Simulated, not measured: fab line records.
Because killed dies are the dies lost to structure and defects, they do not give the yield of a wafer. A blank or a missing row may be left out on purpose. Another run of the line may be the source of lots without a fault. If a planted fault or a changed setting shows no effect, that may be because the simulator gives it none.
Problem report in the 8D (eight disciplines) form, filled by code	flow berkeleyCmos170	the parts of the form that need people (team, actions taken, sign-off) are left out

1. THE ISSUE
At UCB170_CONTACT_STRIP_19, oesProductAu averages 0.796 a.u. over 6 wafers from 2 lots, while fault-free wafers read 0.725 a.u., standard deviation 0.005. Relative to the usual mean, that is a shift of +14 standard deviations.
The step: strips in O2.
The first sign was on wafer L779.1 at day 10 12:41, on plasmaAsher-03. The record holds 42 wafers of 14 lots with a number at this step. By rule, "out" or "out of limits" means more than 4 standard deviations away from the usual mean. Any other wafer with a number is counted as sound.

2. WHAT IT IS, AND WHAT IT ISN'T
question	is	is not
which readings at this step	oesProductAu	drypumpMotorCurrentA
which lots	L779, L782	L763, L764, L766, L768, L769, L771, L773, L775, L776, L780, L785, L786
which wafers of those lots	all that have a number	-
read on which tools	plasmaAsher-03	plasmaAsher-01, plasmaAsher-02
when	from day 10 12:41	up to then (30 sound wafers); but 6 sound wafers of L785, L786 came after

3. WHAT RULES OUT EACH SUSPECT
Counting: a tool at a process step up to the reading stays a suspect if it ran every lot that is out and no sound lot after the first of them.
- plasmaAsher-03 at UCB170_CONTACT_STRIP_19 (strips in O2): kept. All lots that are out passed through it, beginning with L779 at day 10 12:41, and no sound lot followed; its final sound lot before that point was L780 at day 10 12:21. On those wafers its own readings are out: oesProductAu.
After counting, what remains is plasmaAsher-03 at UCB170_CONTACT_STRIP_19.

4. THE CAUSE (what the simulator had put in)
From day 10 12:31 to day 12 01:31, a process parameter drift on plasmaAsher-03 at UCB170_CONTACT_STRIP_19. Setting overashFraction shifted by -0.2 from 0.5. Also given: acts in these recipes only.
After counting, this tool was the only one left.

5. THE EFFECT CHAIN, in route order
One row per reading whose mean, taken over the struck wafers that have a number, lies over 3 standard deviations from the usual. Readings are gone through only where the record gives a usual standard deviation; hours: the median, over the lots, of the time from a lot's start at the first step in this table giving one to that lot's start at this step; sigmas: the change measured in usual standard deviations.
hours	step	reading	usual	on struck wafers	change	sigmas
0	UCB170_CONTACT_STRIP_19	oesProductAu	0.725 a.u.	0.796	+0.072	+14
Here are the process steps it includes:
- UCB170_CONTACT_STRIP_19: strips in O2.

6. WHAT WOULD HAVE CAUGHT IT SOONER
0 hours passed between the start of the fault at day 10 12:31 and the first reading out of limits in this record, taken at day 10 12:41.
